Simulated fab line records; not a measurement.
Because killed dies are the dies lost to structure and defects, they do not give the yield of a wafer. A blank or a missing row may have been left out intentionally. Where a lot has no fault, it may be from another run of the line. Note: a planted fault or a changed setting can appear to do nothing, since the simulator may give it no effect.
Which tool was responsible? | flow ritCmos | Sampling: 7 lots, 21 wafers, 3 of 202 route steps

## WHAT THE GAUGES SHOWED, per wafer
RIT_NSD_OVL_MEAS_06.
lot  | measured    | on         | NSD_OVL (nm)
L331 | day 3 09:42 | overlay-01 | 0.4 0.2 -1.7
L334 | day 4 00:22 | overlay-02 | -2.0 -1.9 0.0
L338 | day 4 15:31 | overlay-01 | 3275.8 3276.1 3275.4
L341 | day 5 07:27 | overlay-02 | -0.8 -1.4 1.0
L344 | day 5 22:35 | overlay-02 | -4.3 -0.8 -2.6
L349 | day 6 22:03 | overlay-02 | 1.1 -1.8 1.9
L353 | day 8 02:46 | overlay-01 | -1.6 0.5 -1.0

## EACH LOT AND THE TOOL THAT RAN IT (in order: tool; ch and the chambers of the sampled wafers; start)
lot  | RIT_SPACER_ETCHBACK_05           | RIT_NSD_EXPOSE_03
L331 | rieDiel-03 ch 0,1,3, day 3 08:22 | ilineStepper-02 ch 0, day 3 09:05
L334 | rieDiel-03 ch 0,1, day 3 23:16   | ilineStepper-01 ch 0, day 3 23:59
L338 | rieDiel-04 ch 1,2,3, day 4 14:23 | ilineStepper-02 ch 0, day 4 15:07
L341 | rieDiel-04 ch 0,1, day 5 06:27   | ilineStepper-01 ch 0, day 5 07:04
L344 | rieDiel-02 ch 0,1, day 5 21:34   | ilineStepper-01 ch 0, day 5 22:11
L349 | rieDiel-04 ch 0,2,3, day 6 20:55 | ilineStepper-01 ch 0, day 6 21:40
L353 | rieDiel-03 ch 0,1,3, day 8 01:28 | ilineStepper-01 ch 0, day 8 02:20
- RIT_SPACER_ETCHBACK_05: etches Si3N4 in SF6/CHF3, stops on SiO2, target depth 250 nm, time 240 s.
- RIT_NSD_EXPOSE_03: exposes mask M9, target cd 40700 nm.

## THE ANSWER, worked out from the rows above alone
Rule: the usual values come from the lots themselves. Put in order of their means at a reading, lots are off if they are a third of the lots or fewer, leave a main group of 4 or more, and stand apart from it by a gap of 3 or more times the standard deviation of the main group's means; of several such gaps the widest counts. A main group is skipped when, at the precision printed for the reading in the tables above, its means are all equal. A lot without any number at a reading at which 4 lots or more have one is off too. The other lots that the step has rows for count as sound.
Off: at RIT_NSD_OVL_MEAS_06 (NSD_OVL), L338. The main group: mean -0.8 nm, standard deviation 0.93.
If a tool, at a process step before that reading, ran all the lots that are off and no sound lot after the first of them, it fits. The gauges at RIT_NSD_OVL_MEAS_06 are tried like those tools. One fits: RIT_NSD_EXPOSE_03 on ilineStepper-02. A fault onset in the window from L331 (day 3 09:05, its last sound lot) to L338 (day 4 15:07, its first lot off) fits.

## WHAT THE SIMULATOR HAD INSERTED
Scanner matching overlay: ilineStepper-02, from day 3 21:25 on, at RIT_NSD_EXPOSE_03. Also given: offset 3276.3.
Shown lots that were struck: L338. This agrees with what the rule above found.
